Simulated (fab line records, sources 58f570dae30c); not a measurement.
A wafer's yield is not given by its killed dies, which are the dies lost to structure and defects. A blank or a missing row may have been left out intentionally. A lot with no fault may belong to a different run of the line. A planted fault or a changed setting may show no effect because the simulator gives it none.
Split-lot study | flow berkeley cmos170 | 23 wafers read across 5 lots, on a route 331 steps long

== THE SPLIT ==
At UCB170_GATE_CVD_04 (deposits poly-Si from SiH4, time 1440 s, target thk 214 nm), the setting sih4 flow sccm was moved away from the recipe's 120 sccm on 15 of the 23 wafers read, by -11.8% to +12.9%. All remaining wafers had this setting at the recipe value.

== FROM THE SPLIT TO THE READING: what the file shows between them, 4 steps ==
- UCB170_GATE_THK_MEAS_05
- UCB170_GATE_COAT_06
- UCB170_GATE_COAT_07: resist thk 900 nm
- UCB170_GATE_ETCH_14: etches BARC in N2/H2

== THE READING ==
oes product au, in a.u., at UCB170_GATE_ETCH_15 (etches poly-Si in HBr/Cl2, stops on SiO2, time 56.3 s, target depth 278.2 nm). A value of 0.822 a.u. with a standard deviation of 0.012 a.u. is what fault-free wafers of this fab line usually give.

wafer  | tool, chamber at the split | sih4 flow sccm as run, sccm | against the recipe | oes product au, a.u. | against lot-mates on the recipe
L077.2 | lpcvd-02, 0                | 120                         | recipe             | 0.813                | -
L077.3 | lpcvd-02, 0                | 120                         | recipe             | 0.825                | -
L077.5 | lpcvd-02, 0                | 120                         | recipe             | 0.798                | -
L081.1 | -, -                       | 120                         | recipe             | 0.812                | -
L081.2 | -, -                       | 120                         | recipe             | 0.829                | -
L081.4 | -, -                       | 120                         | recipe             | 0.824                | -
L081.5 | -, -                       | 120                         | recipe             | 0.831                | -
L081.6 | -, -                       | 120                         | recipe             | 0.834                | -
L083.1 | -, -                       | 129.4                       | +7.8%              | 0.876                | no lot-mate on the recipe
L083.2 | -, -                       | 129.4                       | +7.8%              | 0.866                | no lot-mate on the recipe
L083.3 | -, -                       | 129.4                       | +7.8%              | 0.857                | no lot-mate on the recipe
L083.4 | -, -                       | 129.4                       | +7.8%              | 0.877                | no lot-mate on the recipe
L083.5 | -, -                       | 129.4                       | +7.8%              | 0.852                | no lot-mate on the recipe
L084.1 | -, -                       | 105.8                       | -11.8%             | 0.753                | no lot-mate on the recipe
L084.3 | -, -                       | 105.8                       | -11.8%             | 0.783                | no lot-mate on the recipe
L084.4 | -, -                       | 105.8                       | -11.8%             | 0.785                | no lot-mate on the recipe
L084.5 | -, -                       | 105.8                       | -11.8%             | 0.765                | no lot-mate on the recipe
L084.6 | -, -                       | 105.8                       | -11.8%             | 0.748                | no lot-mate on the recipe
L082.1 | -, -                       | 135.5                       | +12.9%             | 0.883                | no lot-mate on the recipe
L082.2 | -, -                       | 135.5                       | +12.9%             | 0.888                | no lot-mate on the recipe
L082.3 | -, -                       | 135.5                       | +12.9%             | 0.872                | no lot-mate on the recipe
L082.4 | -, -                       | 135.5                       | +12.9%             | 0.880                | no lot-mate on the recipe
L082.5 | -, -                       | 135.5                       | +12.9%             | 0.876                | no lot-mate on the recipe

THE FIT
A straight line over all 23 wafers: oes product au changes by +0.00472 a.u. for each +1% of sih4 flow sccm; r = +0.96; the points scatter about the line by 0.012 a.u.
Too few moved wafers have a lot-mate on the recipe to fit a line with each lot's own level taken away.

== THE WHOLE CHAIN: every reading that the file lists as answering this split, in the file's order ==
step                    | what it does                                                                 | reading                                                                        | change (the file's fit)                   | r (the file's)
UCB170_GATE_CVD_04      | deposits poly-Si from SiH4, time 1440 s, target thk 214 nm                   | poly-Si_of_GATE_CVD_04.thk nm (the simulator's own value, which no gauge read) | +2.06 nm for each +1% of the setting      | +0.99
UCB170_GATE_THK_MEAS_05 |                                                                              | GATE_POLY_THK                                                                  | +2.06 for each +1% of the setting         | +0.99
UCB170_GATE_ETCH_15     | etches poly-Si in HBr/Cl2, stops on SiO2, time 56.3 s, target depth 278.2 nm | oes product au                                                                 | +0.00472 a.u. for each +1% of the setting | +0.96
UCB170_GATE_ETCH_15     | etches poly-Si in HBr/Cl2, stops on SiO2, time 56.3 s, target depth 278.2 nm | GATE.feature depth nm (the simulator's own value, which no gauge read)         | +2.06 nm for each +1% of the setting      | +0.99
UCB170_GATE_ETCH_15     | etches poly-Si in HBr/Cl2, stops on SiO2, time 56.3 s, target depth 278.2 nm | etch.depth nm (the simulator's own value, which no gauge read)                 | +2.06 nm for each +1% of the setting      | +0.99

== FILE'S OWN FIT ==
oes product au changes by +0.00472 a.u. for each +1% of sih4 flow sccm, r = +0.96.
